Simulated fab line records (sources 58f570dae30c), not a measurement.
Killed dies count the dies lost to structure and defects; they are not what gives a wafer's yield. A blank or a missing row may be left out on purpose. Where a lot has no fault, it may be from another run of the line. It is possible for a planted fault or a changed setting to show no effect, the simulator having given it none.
Which tool did it? + flow berkeley_cmos170 + route of 331 steps, sampled at 1 step: 7 lots, 21 wafers

## WHAT THE GAUGES READ, wafer by wafer
UCB170_ACTIVE_OVL_MEAS_14.
| lot  | measured    | on         | ACTIVE_OVL (nm) |
|------|-------------|------------|-----------------|
| L471 | day 5 11:08 | overlay-02 | -3 -2 -1        |
| L477 | day 6 18:33 | overlay-01 | -5 7 -11        |
| L480 | day 7 02:40 | overlay-02 | 4 1 4           |
| L482 | day 7 14:31 | overlay-01 | -1 1 -1         |
| L487 | day 9 00:29 | overlay-02 | 0 -1 0          |
| L488 | day 9 13:32 | overlay-02 | 2 2 -1          |
| L491 | day 9 23:54 | overlay-02 | -5 4 -2         |

## WHICH TOOL RAN EACH LOT (tool, then ch and the chambers of the sampled wafers, then the start)
Record: no process step prior to these readings.

## THE ANSWER, worked out from the rows above alone
Rule: what is usual is taken from the lots themselves. Put in order of their means at a reading, lots are off if they are a third of the lots or fewer, leave a main group of 4 or more, and stand apart from it by a gap of 3 or more times the standard deviation of the main group's means; of several such gaps the widest counts. A main group is skipped when, at the precision printed for the reading in the tables above, its means are all equal. Also off: a lot with no number at a reading for which 4 or more lots have one. Any other lot the step has rows for is counted as sound.
Nothing can be told from this: no lot is off at any reading shown.

## WHAT THE SIMULATOR HAD PUT IN
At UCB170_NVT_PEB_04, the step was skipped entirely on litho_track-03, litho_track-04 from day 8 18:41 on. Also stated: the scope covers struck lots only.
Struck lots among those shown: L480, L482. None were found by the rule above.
